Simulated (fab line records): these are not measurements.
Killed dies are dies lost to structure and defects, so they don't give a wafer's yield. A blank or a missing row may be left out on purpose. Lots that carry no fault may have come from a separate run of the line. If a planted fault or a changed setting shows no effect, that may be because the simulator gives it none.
Split-lot trial + flow ritCmos + 23 wafers read across 5 lots, on a route 202 steps long

## ON THE SPLIT
At RIT_FOX2_OXIDATION_00 (target thk 350.7 nm, ox time 1130 s), the setting oxTimeS was moved away from the recipe's 1130 s on 20 of the 23 wafers read, by -6.9% to +10.5%. The other wafers ran this setting at the recipe's value.

The reading comes from the split's own step.

## THE READING
SiO2_of_FOX2_OXIDATION_00.thkNm (the simulator's own value, which no gauge read), in nm, at RIT_FOX2_OXIDATION_00 (target thk 350.7 nm, ox time 1130 s). The file does not state a usual value for it. Average 359.5 nm, standard deviation 2.3 nm, over the 3 wafers here run with the recipe.

| wafer  | tool, chamber at the split | oxTimeS as run, s | against the recipe | SiO2_of_FOX2_OXIDATION_00.thkNm, nm | against lot-mates on the recipe |
|--------|----------------------------|-------------------|--------------------|-------------------------------------|---------------------------------|
| L074.1 | -, -                       | 1076              | -4.8%              | 342.2                               | no lot-mate on the recipe       |
| L074.2 | -, -                       | 1076              | -4.8%              | 345.3                               | no lot-mate on the recipe       |
| L074.3 | -, -                       | 1076              | -4.8%              | 342.5                               | no lot-mate on the recipe       |
| L074.5 | -, -                       | 1076              | -4.8%              | 353.2                               | no lot-mate on the recipe       |
| L074.6 | -, -                       | 1076              | -4.8%              | 344                                 | no lot-mate on the recipe       |
| L076.1 | -, -                       | 1249              | +10.5%             | 371.8                               | no lot-mate on the recipe       |
| L076.3 | -, -                       | 1249              | +10.5%             | 361                                 | no lot-mate on the recipe       |
| L076.4 | -, -                       | 1249              | +10.5%             | 362.8                               | no lot-mate on the recipe       |
| L076.5 | -, -                       | 1249              | +10.5%             | 365.7                               | no lot-mate on the recipe       |
| L076.6 | -, -                       | 1249              | +10.5%             | 370.5                               | no lot-mate on the recipe       |
| L081.1 | -, -                       | 1177              | +4.2%              | 350.6                               | no lot-mate on the recipe       |
| L081.2 | -, -                       | 1177              | +4.2%              | 360.1                               | no lot-mate on the recipe       |
| L081.3 | -, -                       | 1177              | +4.2%              | 350.1                               | no lot-mate on the recipe       |
| L081.4 | -, -                       | 1177              | +4.2%              | 359.2                               | no lot-mate on the recipe       |
| L081.6 | -, -                       | 1177              | +4.2%              | 358.9                               | no lot-mate on the recipe       |
| L082.2 | -, -                       | 1052              | -6.9%              | 336.1                               | no lot-mate on the recipe       |
| L082.3 | -, -                       | 1052              | -6.9%              | 333.6                               | no lot-mate on the recipe       |
| L082.4 | -, -                       | 1052              | -6.9%              | 330.1                               | no lot-mate on the recipe       |
| L082.5 | -, -                       | 1052              | -6.9%              | 337                                 | no lot-mate on the recipe       |
| L082.6 | -, -                       | 1052              | -6.9%              | 338.4                               | no lot-mate on the recipe       |
| L083.1 | furnace-02, 0              | 1130              | recipe             | 361.6                               | -                               |
| L083.5 | furnace-02, 0              | 1130              | recipe             | 360.5                               | -                               |
| L083.6 | furnace-02, 0              | 1130              | recipe             | 356.3                               | -                               |

THE FIT
A straight line over all 23 wafers: SiO2_of_FOX2_OXIDATION_00.thkNm changes by +1.61 nm for each +1% of oxTimeS; r = +0.88; the points scatter about the line by 5.8 nm.
Too few moved wafers with a lot-mate on the recipe to fit a line net of each lot's own level.

## FILE'S OWN FIT
SiO2_of_FOX2_OXIDATION_00.thkNm changes by +1.61 nm for each +1% of oxTimeS, r = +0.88.
